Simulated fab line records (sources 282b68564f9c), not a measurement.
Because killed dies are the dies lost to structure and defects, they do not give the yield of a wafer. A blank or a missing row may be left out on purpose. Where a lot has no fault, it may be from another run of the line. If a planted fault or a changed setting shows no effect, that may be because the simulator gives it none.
fab line records ; flow rit_cmos
[record] lots = 7; wafers = 21; last_day = 7
route steps=202 shown CONTACT@176 M1@184
lots that met no fault: taken from a fault-free run of the same line
start_h: start of the lot's first displayed wafer, in hours after the record's first day ; wait_h: hours from the lot's prior step to this one ; " unchanged from the row above ; L1.1+2: a row that stands for several wafers ; - no value, or no start given ; * or withheld: withheld ; < > ~ a bound
route shown NAME@n: NAME is a module with steps in the file, n the number in the route of the first one ; usual: mean/standard deviation taken from wafers without a fault ; same: alike in all rows ; chamber/n: place in a boat ; sites: per-site readings ; _std_site: the standard deviation of these ; _edge_site: outer sites' mean less inner sites' ; radius_mm: how far each site lies from the wafer's centre ; mask NAME#n: copy n ; behind: tool/chamber where the wafer was last shaped ; hold: the reason the lot was held/the length of the hold in hours/how it ended ; device: the transistor (n, p or np) that didn't switch ; end of line: tests run on the same wafers once the route is complete ; where a step has no rows: the recipe by itself ; killed: dies lost to structure and defects at the first sort, not the wafer's yield ; map: a wafer's dies, x killed, . not, _ none there
set.NAME: the setting the step ran with; set.NAME@STEP: the setting that earlier step ran with ; model.NAME: the simulator's own value behind a step, which no gauge read
lots at selected steps of the route; one table per step, one row per wafer
services: when a tool's chamber went out of use (start_h, in hours from the record's first day, below 0 if earlier), for how many hours, and the reason
[[steps]]
[step RIT_CONTACT_CD_MEAS_08]
[recipe] target_cd_nm = 1000
[usual] cd_nm = 1000.1/2.3
lot.wafer;tool;chamber;start_h;wait_h;cd_nm
L528.1;cd_sem-01;-;62.95;-;1002.2
L528.5;cd_sem-01;-;62.95;-;1003.2
L528.6;cd_sem-01;-;62.95;-;1003.2
L534.1;cd_sem-01;-;93.75;-;999.5
L534.3;cd_sem-01;-;93.75;-;1001.4
L534.4;cd_sem-01;-;93.75;-;1000.7
L539.3;cd_sem-01;-;114.32;-;995.3
L539.4;cd_sem-01;-;114.32;-;995.7
L539.5;cd_sem-01;-;114.32;-;996.8
L540.1;cd_sem-02;-;119.78;-;999.8
L540.2;cd_sem-02;-;119.78;-;998.4
L540.5;cd_sem-02;-;119.78;-;999.4
L543.3;cd_sem-02;-;131.92;-;1000.6
L543.4;cd_sem-02;-;131.92;-;997.8
L543.6;cd_sem-02;-;131.92;-;998.0
L547.1;cd_sem-01;-;152.52;-;1000.7
L547.2;cd_sem-01;-;152.52;-;997.6
L547.4;cd_sem-01;-;152.52;-;998.3
L550.1;cd_sem-01;-;166.63;-;1001.6
L550.5;cd_sem-01;-;166.63;-;1003.5
L550.6;cd_sem-01;-;166.63;-;1002.0
[step RIT_CONTACT_OVL_MEAS_09]
[usual] CONTACT_OVL = -0.7/1.4
lot.wafer;tool;chamber;start_h;wait_h;CONTACT_OVL[nm]
L528.1;overlay-01;-;63.07;0.1;-1.4
L528.5;overlay-01;-;63.07;0.1;-4.9
L528.6;overlay-01;-;63.07;0.1;-3.1
L534.1;overlay-02;-;93.87;0.1;1.1
L534.3;overlay-02;-;93.87;0.1;2.4
L534.4;overlay-02;-;93.87;0.1;1.1
L539.3;overlay-02;-;114.41;0.1;1.5
L539.4;overlay-02;-;114.41;0.1;-0.7
L539.5;overlay-02;-;114.41;0.1;2.3
L540.1;overlay-01;-;119.90;0.1;0.7
L540.2;overlay-01;-;119.90;0.1;-1.3
L540.5;overlay-01;-;119.90;0.1;-0.6
L543.3;overlay-02;-;132.01;0.1;1.1
L543.4;overlay-02;-;132.01;0.1;0.7
L543.6;overlay-02;-;132.01;0.1;-0.9
L547.1;overlay-02;-;152.64;0.1;-0.1
L547.2;overlay-02;-;152.64;0.1;-0.7
L547.4;overlay-02;-;152.64;0.1;-0.4
L550.1;overlay-01;-;166.75;0.1;-1.2
L550.5;overlay-01;-;166.75;0.1;-0.8
L550.6;overlay-01;-;166.75;0.1;-2.6
[step RIT_CONTACT_HARDBAKE_10]
[recipe] resist = NOVOLAK; temp_c = 140; time_s = 60
[step RIT_CONTACT_ETCH_11]
[recipe] target_depth_a = 4800; over_etch_frac = 0.2; stop_on = TiSi2; chemistry = CHF3/CF4/Ar; target = SiO2; CHF3_flow_sccm = 50; cf4_flow_sccm = 10; Ar_flow_sccm = 100; O2_flow_sccm = 5; pressure_mtorr = 100; rf_w = 202.7; time_s = 320
[usual] drypump_motor_current_A = 5.7/0.4; oes_product_au = 0.989/0.015; throttle_valve_pct = 8.89/0.12
lot.wafer;tool;chamber;start_h;wait_h;drypump_motor_current_A;oes_product_au;rf_hours_counter_h;throttle_valve_pct
L528.1;rie_diel-02;1;63.26;0.1;5.3;0.956;94;8.84
L528.5;rie_diel-02;3;63.26;0.1;5.0;0.995;-;9.10
L528.6;rie_diel-02;1;63.26;0.1;5.3;0.969;-;8.86
L534.1;rie_diel-04;3;94.06;0.1;6.1;1.011;4;8.87
L534.3;rie_diel-04;1;94.06;0.1;5.6;0.984;160;8.82
L534.4;rie_diel-04;3;94.06;0.1;6.1;1.008;-;8.88
L539.3;rie_diel-02;3;114.62;0.1;5.0;0.998;14;9.09
L539.4;rie_diel-02;2;114.62;0.1;5.6;0.991;-;8.83
L539.5;rie_diel-02;3;114.62;0.1;5.0;0.991;-;9.09
L540.1;rie_diel-04;0;120.09;0.1;5.9;0.998;1;8.97
L540.2;rie_diel-04;3;120.09;0.1;6.1;1.018;5;8.88
L540.5;rie_diel-04;0;120.09;0.1;5.8;1.002;-;8.99
L543.3;rie_diel-01;1;132.18;0.1;5.8;0.961;124;8.67
L543.4;rie_diel-01;3;132.18;0.1;5.7;0.989;119;8.86
L543.6;rie_diel-01;2;132.18;0.1;6.4;0.999;-;8.75
L547.1;rie_diel-04;2;152.83;0.1;5.1;0.983;136;8.77
L547.2;rie_diel-04;3;152.83;0.1;6.1;1.015;6;8.86
L547.4;rie_diel-04;2;152.83;0.1;5.1;0.986;-;8.76
L550.1;rie_diel-02;2;167.11;0.1;5.6;0.986;106;8.84
L550.5;rie_diel-02;3;167.11;0.1;5.0;1.001;-;9.10
L550.6;rie_diel-02;2;167.11;0.1;5.6;0.992;-;8.84
[step RIT_CONTACT_STRIP_12]
[recipe] chemistry = O2; time_s = 180; resist = NOVOLAK; platen_temp_c = withheld; power_w = 500; pressure_mtorr = 4000; o2_flow_sccm = 4000
[usual] drypump_motor_current_A = 5.6/0.34
lot.wafer;tool;chamber;start_h;wait_h;drypump_motor_current_A;rf_hours_counter_h
L528.1;plasma_asher-01;1;63.45;0.1;5.6;43
L528.5;plasma_asher-01;0;63.45;0.1;5.9;-
L528.6;plasma_asher-01;1;63.45;0.1;5.6;-
L534.1;plasma_asher-02;0;94.25;0.1;5.9;43
L534.3;plasma_asher-02;1;94.25;0.1;4.9;-
L534.4;plasma_asher-02;0;94.25;0.1;5.9;-
L539.3;plasma_asher-01;1;114.87;0.2;5.6;-
L539.4;plasma_asher-01;0;114.87;0.2;5.9;-
L539.5;plasma_asher-01;0;114.87;0.2;5.9;-
L540.1;plasma_asher-01;1;120.28;0.1;5.6;50
L540.2;plasma_asher-01;0;120.28;0.1;5.9;50
L540.5;plasma_asher-01;1;120.28;0.1;5.6;-
L543.3;plasma_asher-01;1;132.44;0.2;5.5;-
L543.4;plasma_asher-01;0;132.44;0.2;5.9;-
L543.6;plasma_asher-01;0;132.44;0.2;5.9;-
L547.1;plasma_asher-04;0;153.12;0.2;5.6;3
L547.2;plasma_asher-04;1;153.12;0.2;5.2;3
L547.4;plasma_asher-04;1;153.12;0.2;5.3;-
L550.1;plasma_asher-02;1;167.31;0.1;5.0;51
L550.5;plasma_asher-02;0;167.31;0.1;5.9;-
L550.6;plasma_asher-02;1;167.31;0.1;4.9;-
[step RIT_CONTACT_CD_MEAS_90]
[recipe] target_cd_nm = 1000
[usual] cd_nm = 1000.2/2.2
lot.wafer;tool;chamber;start_h;wait_h;cd_nm
L528.1;cd_sem-01;-;63.63;0.1;1002.6
L528.5;cd_sem-01;-;63.63;0.1;1003.1
L528.6;cd_sem-01;-;63.63;0.1;1003.2
L534.1;cd_sem-01;-;94.43;0.1;999.6
L534.3;cd_sem-01;-;94.43;0.1;1002.1
L534.4;cd_sem-01;-;94.43;0.1;1000.9
L539.3;cd_sem-02;-;115.03;0.1;994.8
L539.4;cd_sem-02;-;115.03;0.1;996.0
L539.5;cd_sem-02;-;115.03;0.1;996.2
L540.1;cd_sem-02;-;120.46;0.1;999.6
L540.2;cd_sem-02;-;120.46;0.1;998.7
L540.5;cd_sem-02;-;120.46;0.1;999.2
L543.3;cd_sem-02;-;132.59;0.1;1000.4
L543.4;cd_sem-02;-;132.59;0.1;997.9
L543.6;cd_sem-02;-;132.59;0.1;998.6
L547.1;cd_sem-02;-;153.30;0.1;1001.1
L547.2;cd_sem-02;-;153.30;0.1;998.0
L547.4;cd_sem-02;-;153.30;0.1;998.4
L550.1;cd_sem-01;-;167.48;0.1;1002.3
L550.5;cd_sem-01;-;167.48;0.1;1003.3
L550.6;cd_sem-01;-;167.48;0.1;1002.3
[step RIT_CONTACT_CLEAN_13]
[recipe] chemistry = SC1; mix = 3:3:50; time_s = 600; temp_c = 75
[step RIT_CONTACT_CLEAN_14]
[recipe] chemistry = SC2; mix = 3:3:50; time_s = 600; temp_c = 75; dry = n2_spin
[step RIT_M1_SPUTTER_00]
[recipe] material = Al; target_thk_nm = 400; power_w = 2000; chamber_pressure_pa = 0.4; gas = Ar; time_s = 500; substrate_temp_c = 25
[usual] throttle_valve_pct = 29.8/1
lot.wafer;tool;chamber;start_h;wait_h;throttle_valve_pct
L528.1;pvd_sputter-03;-;64.11;0.0;29.6
L528.5;pvd_sputter-03;-;64.11;0.0;29.5
L528.6;pvd_sputter-03;-;64.11;0.0;29.7
L534.1;pvd_sputter-03;-;94.90;0.0;29.1
L534.3;pvd_sputter-03;-;94.90;0.0;29.9
L534.4;pvd_sputter-03;-;94.90;0.0;29.0
L539.3;pvd_sputter-03;-;115.49;0.0;29.0
L539.4;pvd_sputter-03;-;115.49;0.0;29.9
L539.5;pvd_sputter-03;-;115.49;0.0;29.3
L540.1;pvd_sputter-04;-;120.96;0.0;30.4
L540.2;pvd_sputter-04;-;120.96;0.0;29.1
L540.5;pvd_sputter-04;-;120.96;0.0;30.8
L543.3;pvd_sputter-03;-;133.02;0.0;29.5
L543.4;pvd_sputter-03;-;133.02;0.0;29.9
L543.6;pvd_sputter-03;-;133.02;0.0;30.2
L547.1;pvd_sputter-03;-;153.77;0.0;29.3
L547.2;pvd_sputter-03;-;153.77;0.0;28.9
L547.4;pvd_sputter-03;-;153.77;0.0;29.8
L550.1;pvd_sputter-01;-;167.97;0.0;28.1
L550.5;pvd_sputter-01;-;167.97;0.0;29.5
L550.6;pvd_sputter-01;-;167.97;0.0;28.5
[step RIT_M1_RS_MEAS_01]
[recipe] thk_meas_gauge = four-point-probe; reads = Al_of_M1_SPUTTER_00
[usual] M1_AL_RS = 0.0733/0.00074
lot.wafer;tool;chamber;start_h;wait_h;M1_AL_RS[ohm/sq]
L528.1;film_metro-04;-;64.41;0.1;0.0750
L528.5;film_metro-04;-;64.41;0.1;0.0752
L528.6;film_metro-04;-;64.41;0.1;0.0748
L534.1;film_metro-03;-;95.19;0.1;0.0742
L534.3;film_metro-03;-;95.19;0.1;0.0731
L534.4;film_metro-03;-;95.19;0.1;0.0743
L539.3;film_metro-02;-;115.82;0.2;0.0740
L539.4;film_metro-02;-;115.82;0.2;0.0731
L539.5;film_metro-02;-;115.82;0.2;0.0739
L540.1;film_metro-04;-;121.25;0.1;0.0734
L540.2;film_metro-04;-;121.25;0.1;0.0734
L540.5;film_metro-04;-;121.25;0.1;0.0730
L543.3;film_metro-04;-;133.36;0.2;0.0727
L543.4;film_metro-04;-;133.36;0.2;0.0726
L543.6;film_metro-04;-;133.36;0.2;0.0722
L547.1;film_metro-03;-;154.06;0.1;0.0726
L547.2;film_metro-03;-;154.06;0.1;0.0728
L547.4;film_metro-03;-;154.06;0.1;0.0721
L550.1;film_metro-03;-;168.26;0.1;0.0733
L550.5;film_metro-03;-;168.26;0.1;0.0725
L550.6;film_metro-03;-;168.26;0.1;0.0727
[step RIT_M1_THK_MEAS_02]
[recipe] thk_meas_gauge = xrf; reads = Al_of_M1_SPUTTER_00
[usual] M1_AL_THK = 405/4.4
lot.wafer;tool;chamber;start_h;wait_h;M1_AL_THK[nm]
L528.1;film_metro-04;-;64.53;0.1;393
L528.5;film_metro-04;-;64.53;0.1;395
L528.6;film_metro-04;-;64.53;0.1;396
L534.1;film_metro-03;-;95.31;0.1;400
L534.3;film_metro-03;-;95.31;0.1;403
L534.4;film_metro-03;-;95.31;0.1;398
L539.3;film_metro-02;-;115.92;0.1;404
L539.4;film_metro-02;-;115.92;0.1;406
L539.5;film_metro-02;-;115.92;0.1;405
L540.1;film_metro-04;-;121.37;0.1;405
L540.2;film_metro-04;-;121.37;0.1;404
L540.5;film_metro-04;-;121.37;0.1;409
L543.3;film_metro-04;-;133.46;0.1;407
L543.4;film_metro-04;-;133.46;0.1;411
L543.6;film_metro-04;-;133.46;0.1;411
L547.1;film_metro-03;-;154.18;0.1;411
L547.2;film_metro-03;-;154.18;0.1;408
L547.4;film_metro-03;-;154.18;0.1;415
L550.1;film_metro-03;-;168.38;0.1;405
L550.5;film_metro-03;-;168.38;0.1;408
L550.6;film_metro-03;-;168.38;0.1;409
[step RIT_M1_HMDS_03]
[recipe] prime_time_s = 60; prime_temp_c = 140
[step RIT_M1_COAT_04]
[recipe] resist = NOVOLAK; spin_rpm = 2000; resist_thk_nm = 1300
[usual] spin_speed_rpm = 1999.9/1.3
lot.wafer;tool;chamber;start_h;wait_h;spin_speed_rpm;model.NOVOLAK_of_M1_COAT_04.thk_nm
L528.1;litho_track-02;0;64.74;0.1;2000.9;1300
L528.5;litho_track-02;0;64.74;0.1;1999.9;1297
L528.6;litho_track-02;0;64.74;0.1;2001.8;1300
L534.1;litho_track-01;0;95.52;0.1;1999.3;1302
L534.3;litho_track-01;0;95.52;0.1;2000.4;1297
L534.4;litho_track-01;0;95.52;0.1;2001.7;1300
L539.3;litho_track-02;0;116.16;0.1;1939.6;1316
L539.4;litho_track-02;0;116.16;0.1;1941.7;1319
L539.5;litho_track-02;0;116.16;0.1;1939.3;1315
L540.1;litho_track-02;0;121.66;0.1;1940.7;1318
L540.2;litho_track-02;0;121.66;0.1;1940.1;1316
L540.5;litho_track-02;0;121.66;0.1;1938.9;1317
L543.3;litho_track-02;0;133.70;0.1;1940.1;1320
L543.4;litho_track-02;0;133.70;0.1;1939.8;1319
L543.6;litho_track-02;0;133.70;0.1;1939.8;1322
L547.1;litho_track-03;0;154.39;0.1;2000.8;1299
L547.2;litho_track-03;0;154.39;0.1;1998.0;1295
L547.4;litho_track-03;0;154.39;0.1;1998.3;1296
L550.1;litho_track-03;0;168.59;0.1;1999.3;1299
L550.5;litho_track-03;0;168.59;0.1;2002.3;1299
L550.6;litho_track-03;0;168.59;0.1;2002.6;1298
[step RIT_M1_SOFTBAKE_05]
[recipe] resist = NOVOLAK; temp_c = 90; time_s = 60
[step RIT_M1_EXPOSE_06]
[recipe] mask_id = M12; na = 0.6; source_shape = conventional; sigma_outer = 0.5; target_cd_nm = 2600; dose_mj = 250
[step RIT_M1_PEB_07]
[recipe] resist = NOVOLAK; temp_c = withheld; time_s = withheld
[step RIT_M1_DEVELOP_08]
[recipe] resist = NOVOLAK; develop_time_s = 68; dev_temp_c = 23
[step RIT_M1_CD_MEAS_09]
[recipe] target_cd_nm = 2600
[usual] cd_nm = 2600.0/2.2
lot.wafer;tool;chamber;start_h;wait_h;cd_nm
L528.1;cd_sem-02;-;65.47;-;2601.2
L528.5;cd_sem-02;-;65.47;-;2600.1
L528.6;cd_sem-02;-;65.47;-;2597.5
L534.1;cd_sem-01;-;96.38;-;2602.5
L534.3;cd_sem-01;-;96.38;-;2601.5
L534.4;cd_sem-01;-;96.38;-;2600.9
L539.3;cd_sem-02;-;116.92;-;2601.3
L539.4;cd_sem-02;-;116.92;-;2604.1
L539.5;cd_sem-02;-;116.92;-;2598.1
L540.1;cd_sem-01;-;122.56;-;2601.1
L540.2;cd_sem-01;-;122.56;-;2600.3
L540.5;cd_sem-01;-;122.56;-;2601.0
L543.3;cd_sem-02;-;134.42;-;2604.3
L543.4;cd_sem-02;-;134.42;-;2604.2
L543.6;cd_sem-02;-;134.42;-;2603.6
L547.1;cd_sem-02;-;155.12;-;2600.3
L547.2;cd_sem-02;-;155.12;-;2599.0
L547.4;cd_sem-02;-;155.12;-;2600.5
L550.1;cd_sem-01;-;169.45;-;2602.2
L550.5;cd_sem-01;-;169.45;-;2601.7
L550.6;cd_sem-01;-;169.45;-;2600.6
[step RIT_M1_OVL_MEAS_10]
[usual] M1_OVL = 0.9/1.5
lot.wafer;tool;chamber;start_h;wait_h;M1_OVL[nm]
L528.1;overlay-01;-;65.59;0.1;2.2
L528.5;overlay-01;-;65.59;0.1;3.9
L528.6;overlay-01;-;65.59;0.1;3.6
L534.1;overlay-01;-;96.50;0.1;1.0
L534.3;overlay-01;-;96.50;0.1;0.7
L534.4;overlay-01;-;96.50;0.1;2.1
L539.3;overlay-02;-;117.01;0.1;0.8
L539.4;overlay-02;-;117.01;0.1;0.4
L539.5;overlay-02;-;117.01;0.1;0.2
L540.1;overlay-01;-;122.68;0.1;0.0
L540.2;overlay-01;-;122.68;0.1;0.1
L540.5;overlay-01;-;122.68;0.1;-0.9
L543.3;overlay-02;-;134.51;0.1;0.8
L543.4;overlay-02;-;134.51;0.1;0.9
L543.6;overlay-02;-;134.51;0.1;0.4
L547.1;overlay-01;-;155.24;0.1;-0.4
L547.2;overlay-01;-;155.24;0.1;-1.7
L547.4;overlay-01;-;155.24;0.1;-0.2
L550.1;overlay-01;-;169.57;0.1;1.9
L550.5;overlay-01;-;169.57;0.1;3.6
L550.6;overlay-01;-;169.57;0.1;3.1
[step RIT_M1_HARDBAKE_11]
[recipe] resist = NOVOLAK; temp_c = 140; time_s = 120
[step RIT_M1_METAL_ETCH_12]
[recipe] stop_on = SiO2; chemistry = Cl2/BCl3; target = Al; time_s = 165; over_etch_frac = 0.5; pressure_mtorr = 100; target_depth_a = 6000; rf_w = 250; Cl2_flow_sccm = 60; bcl3_flow_sccm = 50
[usual] drypump_motor_current_A = 5.6/0.56; oes_product_au = 0.787/0.0094; throttle_valve_pct = 8.33/0.14
lot.wafer;tool;chamber;start_h;wait_h;drypump_motor_current_A;oes_product_au;rf_hours_counter_h;throttle_valve_pct;model.NOVOLAK_of_M1_COAT_04.thk_nm
L528.1;rie_metal-04;1;65.87;0.2;5.9;0.779;1;8.54;806.7
L528.5;rie_metal-04;1;65.87;0.2;6.0;0.789;-;8.53;806.8
L528.6;rie_metal-04;0;65.87;0.2;6.1;0.781;-;8.15;808.2
L534.1;rie_metal-04;1;96.78;0.2;6.0;0.792;1;8.54;805.3
L534.3;rie_metal-04;0;96.78;0.2;6.1;0.787;-;8.15;806.9
L534.4;rie_metal-04;1;96.78;0.2;6.0;0.794;-;8.53;803.6
L539.3;rie_metal-01;1;117.34;0.2;5.5;0.775;-;8.39;825.7
L539.4;rie_metal-01;0;117.34;0.2;6.4;0.790;-;8.46;824
L539.5;rie_metal-01;1;117.34;0.2;5.5;0.775;-;8.38;826.6
L540.1;rie_metal-04;1;122.96;0.2;5.9;0.799;1;8.52;822.8
L540.2;rie_metal-04;0;122.96;0.2;6.1;0.783;1;8.15;821.7
L540.5;rie_metal-04;0;122.96;0.2;6.1;0.782;-;8.16;824.8
L543.3;rie_metal-04;1;134.84;0.2;6.0;0.802;-;8.55;822.2
L543.4;rie_metal-04;0;134.84;0.2;6.1;0.796;-;8.15;822.8
L543.6;rie_metal-04;1;134.84;0.2;6.0;0.804;-;8.54;826.1
L547.1;rie_metal-04;0;155.53;0.2;6.1;0.792;2;8.16;804.3
L547.2;rie_metal-04;1;155.53;0.2;6.0;0.802;2;8.54;798.6
L547.4;rie_metal-04;1;155.53;0.2;6.0;0.800;-;8.52;800
L550.1;rie_metal-01;0;169.85;0.2;6.4;0.786;0;8.45;813.9
L550.5;rie_metal-01;1;169.85;0.2;5.5;0.799;-;8.38;819.2
L550.6;rie_metal-01;0;169.85;0.2;6.4;0.784;-;8.46;812.7
[step RIT_M1_STRIP_13]
[recipe] chemistry = nmp; resist = NOVOLAK; temp_c = 80; time_s = 600; dry = n2_spin
[step RIT_M1_PROBE_99]
[usual] defect_limited_yield = 97.5/1.2; killed_at_contacts = 0.1/0.29; killed_at_front_end = 6/3; killed_dies = 7/3.1; killed_open = 3.2/1.9; killed_short = 3.3/1.9; sort_bin_3_pad_short = 0.1/0.18; sort_bin_5_function = 1.5/0.88; sort_bin_6_memory = 0.9/0.62; sort_n_pass = 257/3.1; sort_yield_pct = 97.5/1.2
[same] gross_dies = 264; killed_at_M0_to_M3 = 0; killed_at_M4_up = 0; killed_at_back_side = 0; killed_at_other = 0
lot.wafer;tool;chamber;start_h;wait_h;defect_limited_yield[%];killed_at_contacts;killed_at_front_end;killed_dies;killed_open;killed_short;sort_bin_3_pad_short[%];sort_bin_5_function[%];sort_bin_6_memory[%];sort_n_pass;sort_yield_pct[%]
L528.1;prober-02;-;68.84;0.1;97.0;0;8;8;6;2;0;0.8;2.3;256;97.0
L528.5;prober-02;-;69.04;0.2;97.3;1;6;7;3;4;0;1.9;0.8;257;97.3
L528.6;prober-02;-;69.09;0.2;96.2;0;10;10;7;3;0;2.3;1.5;254;96.2
L534.1;prober-01;-;100.05;0.1;97.3;0;7;7;4;3;0;1.9;0.8;257;97.3
L534.3;prober-01;-;100.15;0.2;97.3;0;7;7;2;5;0;1.5;1.1;257;97.3
L534.4;prober-01;-;100.20;0.2;98.5;0;4;4;0;4;0;1.5;0;260;98.5
L539.3;prober-02;-;120.17;0.2;95.8;0;11;11;7;4;0;2.7;1.5;253;95.8
L539.4;prober-02;-;120.22;0.2;97.0;0;8;8;5;3;0;2.7;0.4;256;97.0
L539.5;prober-02;-;120.27;0.2;96.2;0;10;10;4;6;0.8;1.9;1.1;254;96.2
L540.1;prober-01;-;125.66;0.1;98.1;0;5;5;1;4;0.4;0.4;1.1;259;98.1
L540.2;prober-01;-;125.71;0.1;98.1;0;5;5;2;3;0.4;0.4;1.1;259;98.1
L540.5;prober-01;-;125.86;0.2;97.7;0;6;6;3;3;0;1.9;0.4;258;97.7
L543.3;prober-02;-;137.31;0.2;98.5;0;4;4;4;0;0;1.1;0.4;260;98.5
L543.4;prober-02;-;137.36;0.2;95.5;0;12;12;6;6;0;2.3;2.3;252;95.5
L543.6;prober-02;-;137.46;0.2;98.1;0;5;5;0;5;0;0.8;1.1;259;98.1
L547.1;prober-02;-;157.78;0.1;96.6;0;9;9;6;3;0;1.9;1.5;255;96.6
L547.2;prober-02;-;157.83;0.1;97.0;0;8;8;3;5;0;1.9;1.1;256;97.0
L547.4;prober-02;-;157.93;0.2;98.1;0;5;5;4;1;0;1.5;0.4;259;98.1
L550.1;prober-02;-;172.12;0.1;97.0;1;7;8;2;6;0.4;0.8;1.9;256;97.0
L550.5;prober-02;-;172.32;0.2;97.0;0;8;8;3;5;0.4;2.3;0.4;256;97.0
L550.6;prober-02;-;172.37;0.2;95.8;0;11;11;7;4;0.4;1.9;1.9;253;95.8
// killed by level:class
L528.1 GATE:geometric_particle:open=2 FOX1:geometric_particle:open=1 FOX2:geometric_particle:open=1 GATE:geometric_particle:short=1 SPACER:geometric_particle:open=1 SPACER:geometric_particle:short=1 SILICIDE:geometric_particle:open=1
L528.5 FOX2:geometric_particle:short=3 GATE:geometric_particle:open=1 REOX:geometric_particle:short=1 SPACER:geometric_particle:open=1 CONTACT:geometric_particle:open=1
L528.6 GATE:geometric_particle:open=5 FOX1:geometric_particle:open=2 GATE:geometric_particle:short=1 REOX:geometric_particle:short=1 SPACER:geometric_particle:short=1
L534.1 REOX:geometric_particle:open=3 GATE:geometric_particle:short=1 REOX:geometric_particle:short=1 SPACER:geometric_particle:open=1 SPACER:geometric_particle:short=1
L534.3 GATE:geometric_particle:short=2 REOX:geometric_particle:short=2 GATE:geometric_particle:open=1 SPACER:geometric_particle:open=1 SILICIDE:geometric_particle:short=1
L534.4 FOX1:geometric_particle:short=3 GATE:geometric_particle:short=1
L539.3 FOX2:geometric_particle:open=3 FOX1:geometric_particle:short=2 FOX1:geometric_particle:open=2 FOX2:geometric_particle:short=1 SPACER:geometric_particle:open=1 SILICIDE:geometric_particle:open=1 SILICIDE:geometric_particle:short=1
L539.4 FOX1:geometric_particle:open=2 GATE:geometric_particle:short=2 GATE:geometric_particle:open=2 FOX2:geometric_particle:short=1 SILICIDE:geometric_particle:open=1
L539.5 FOX1:geometric_particle:short=2 GATE:geometric_particle:open=2 SILICIDE:geometric_particle:short=2 FOX1:geometric_particle:open=1 FOX2:geometric_particle:open=1 GATE:geometric_particle:short=1 REOX:geometric_particle:short=1
L540.1 REOX:geometric_particle:short=2 ACTIVE:geometric_particle:open=1 FOX1:geometric_particle:short=1 FOX2:geometric_particle:short=1
L540.2 FOX1:geometric_particle:open=1 FOX2:geometric_particle:short=1 GATE:geometric_particle:short=1 GATE:geometric_particle:open=1 SPACER:geometric_particle:short=1
L540.5 FOX1:geometric_particle:short=1 FOX2:geometric_particle:open=1 GATE:geometric_particle:short=1 REOX:geometric_particle:open=1 SILICIDE:geometric_particle:short=1 SILICIDE:geometric_particle:open=1
L543.3 GATE:geometric_particle:open=4
L543.4 FOX1:geometric_particle:short=3 SPACER:geometric_particle:short=3 FOX1:geometric_particle:open=2 SPACER:geometric_particle:open=2 GATE:geometric_particle:open=1 REOX:geometric_particle:open=1
L543.6 GATE:geometric_particle:short=3 FOX1:geometric_particle:short=1 SPACER:geometric_particle:short=1
L547.1 GATE:geometric_particle:short=3 SPACER:geometric_particle:open=2 SILICIDE:geometric_particle:open=2 GATE:geometric_particle:open=1 REOX:geometric_particle:open=1
L547.2 FOX1:geometric_particle:short=2 FOX1:geometric_particle:open=2 GATE:geometric_particle:short=2 GATE:geometric_particle:open=1 REOX:geometric_particle:short=1
L547.4 FOX1:geometric_particle:open=1 FOX2:geometric_particle:open=1 GATE:geometric_particle:short=1 GATE:geometric_particle:open=1 SILICIDE:geometric_particle:open=1
L550.1 GATE:geometric_particle:short=2 FOX2:geometric_particle:short=1 GATE:geometric_particle:open=1 REOX:geometric_particle:short=1 SILICIDE:geometric_particle:open=1 SILICIDE:geometric_particle:short=1 CONTACT:geometric_particle:short=1
L550.5 GATE:geometric_particle:open=3 REOX:geometric_particle:short=2 SPACER:geometric_particle:short=2 FOX1:geometric_particle:short=1
L550.6 GATE:geometric_particle:open=3 REOX:geometric_particle:open=2 REOX:geometric_particle:short=2 SPACER:geometric_particle:short=2 FOX2:geometric_particle:open=1 SPACER:geometric_particle:open=1
[[services]]
tool;chamber;start_h;hours;kind
rie_diel-04;0;46.94;-;clean
rie_diel-04;0;46.94;16.4;scheduled_down
rie_diel-04;0;46.94;16.4;vent_cycle
pvd_sputter-03;-;50.02;11.7;repair
rie_diel-02;2;54.87;9.7;repair
rie_diel-02;1;56.41;3.8;repair
rie_diel-04;-;57.63;14.6;pm
rie_diel-04;2;74.62;21.4;repair
rie_metal-01;1;77.42;7.4;repair
rie_diel-04;2;100.12;16.7;repair
rie_diel-02;0;102.34;1.8;repair
pvd_sputter-01;-;104.00;3.0;repair
plasma_asher-04;-;108.75;9.0;pm
pvd_sputter-04;-;114.42;0.7;repair
pvd_sputter-01;-;114.94;0.8;repair
pvd_sputter-03;-;118.30;0.5;repair
rie_metal-01;-;136.12;20.0;pm
pvd_sputter-01;-;136.50;3.9;repair
rie_diel-04;1;144.01;10.2;repair
rie_diel-02;1;147.97;7.0;repair
rie_diel-04;0;150.41;13.5;repair
plasma_asher-01;-;150.73;4.3;repair
rie_diel-02;-;151.56;14.6;pm
rie_metal-04;-;169.48;2.8;pm
[[key]]
[first_sign] step = RIT_M1_COAT_04; reading = spin_speed_rpm; direction = down; sigmas = 45; usual = 1999.9; struck = 1940.0
effect none on later readings
[model_effect] step = RIT_M1_COAT_04; value = NOVOLAK_of_M1_COAT_04.thk_nm; without = 1298; struck = 1318
[model_effect] step = RIT_M1_METAL_ETCH_12; value = NOVOLAK_of_M1_COAT_04.thk_nm; without = 806.7; struck = 824.1
met_at RIT_M1_COAT_04
struck_wafers L539.3,L539.4,L539.5,L540.1,L540.2,L540.5,L543.3,L543.4,L543.6
onset_between 64.74 116.16
[fault] kind = process_parameter_drift; tool = litho_track-02; chamber = -; onset_h = 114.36; steps = RIT_M1_COAT_04; channel = spin_rpm; offset = -60.799; shape = step; end_h = 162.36; acts_in = these_recipes_only; stated = 2000
